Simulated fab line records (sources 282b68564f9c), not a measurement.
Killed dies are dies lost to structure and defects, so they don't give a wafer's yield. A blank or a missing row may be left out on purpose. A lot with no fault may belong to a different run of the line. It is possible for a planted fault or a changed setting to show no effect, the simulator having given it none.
Split-lot trial    flow rit-cmos    on a route of 202 steps: 5 lots, 23 wafers read

## SPLIT DETAILS
At RIT_M1_HARDBAKE_11 (time 120 s), the setting temp-c was moved away from the recipe's 140 C on 11 of the 23 wafers read, by -2.6% to +1.6%. This setting was run at the recipe's value on the other wafers.

Reading taken at the split's own step.

## THE READING
NOVOLAK_of_M1_COAT_04.thk-nm (the simulator's own value, which no gauge read), in nm, at RIT_M1_HARDBAKE_11 (time 120 s). The file does not state a usual value for it. Here, 12 wafers ran the recipe; their average is 1136 nm with a standard deviation of 2.8 nm.

wafer   tool, chamber at the split  temp-c as run, C  against the recipe  NOVOLAK_of_M1_COAT_04.thk-nm, nm  against lot-mates on the recipe
L076.1  litho-track-02, 0           140               recipe              1135                              -
L076.4  litho-track-02, 0           140               recipe              1134                              -
L076.5  litho-track-02, 0           140               recipe              1136                              -
L079.2  litho-track-03, 0           142.3             +1.6%               1132                              -5
L079.3  litho-track-03, 0           142.3             +1.6%               1131                              -6
L079.4  litho-track-03, 0           140               recipe              1136                              -
L079.5  litho-track-03, 0           140               recipe              1138                              -
L079.6  litho-track-03, 0           140               recipe              1138                              -
L081.1  litho-track-04, 0           136.9             -2.2%               1142                              +6
L081.4  litho-track-04, 0           136.9             -2.2%               1142                              +6
L081.3  litho-track-04, 0           140               recipe              1136                              -
L081.6  litho-track-04, 0           140               recipe              1136                              -
L081.5  litho-track-04, 0           136.9             -2.2%               1143                              +7
L082.1  litho-track-03, 0           136.3             -2.6%               1147                              +6
L082.3  litho-track-03, 0           140               recipe              1142                              -
L082.4  litho-track-03, 0           136.3             -2.6%               1151                              +10
L082.5  litho-track-03, 0           140               recipe              1139                              -
L082.6  litho-track-03, 0           136.3             -2.6%               1144                              +4
L084.1  litho-track-02, 0           140               recipe              1131                              -
L084.3  litho-track-02, 0           137.8             -1.6%               1136                              +4
L084.4  litho-track-02, 0           137.8             -1.6%               1138                              +6
L084.5  litho-track-02, 0           137.8             -1.6%               1141                              +9
L084.6  litho-track-02, 0           140               recipe              1133                              -

THE FIT
A straight line over all 23 wafers: NOVOLAK_of_M1_COAT_04.thk-nm changes by -3.24 nm for each +1% of temp-c; r = -0.83; the points scatter about the line by 2.9 nm.
The same after taking each lot's own level away (the mean of its wafers on the recipe; 23 wafers): -3.02 nm for each +1%; r = -0.92; scatter 1.7 nm.
That fit puts the effect of the largest move of temp-c on the reading at 8 nm.
From 1132.0 to 1140.5 nm: that is the span of the lots' own levels, equal to 3.1 times the standard deviation above.
The two slopes agree, so the slope changes little with the lot-to-lot level.
Check: for one of the wafers moved furthest among these (-2.6%), held out of the fit, the line's prediction against its lot-mates is +8.15 nm. Against them it came out at +6.5 nm.

## THE FILE'S OWN FIT
NOVOLAK_of_M1_COAT_04.thk-nm changes by -2.96 nm for each +1% of temp-c, r = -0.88.
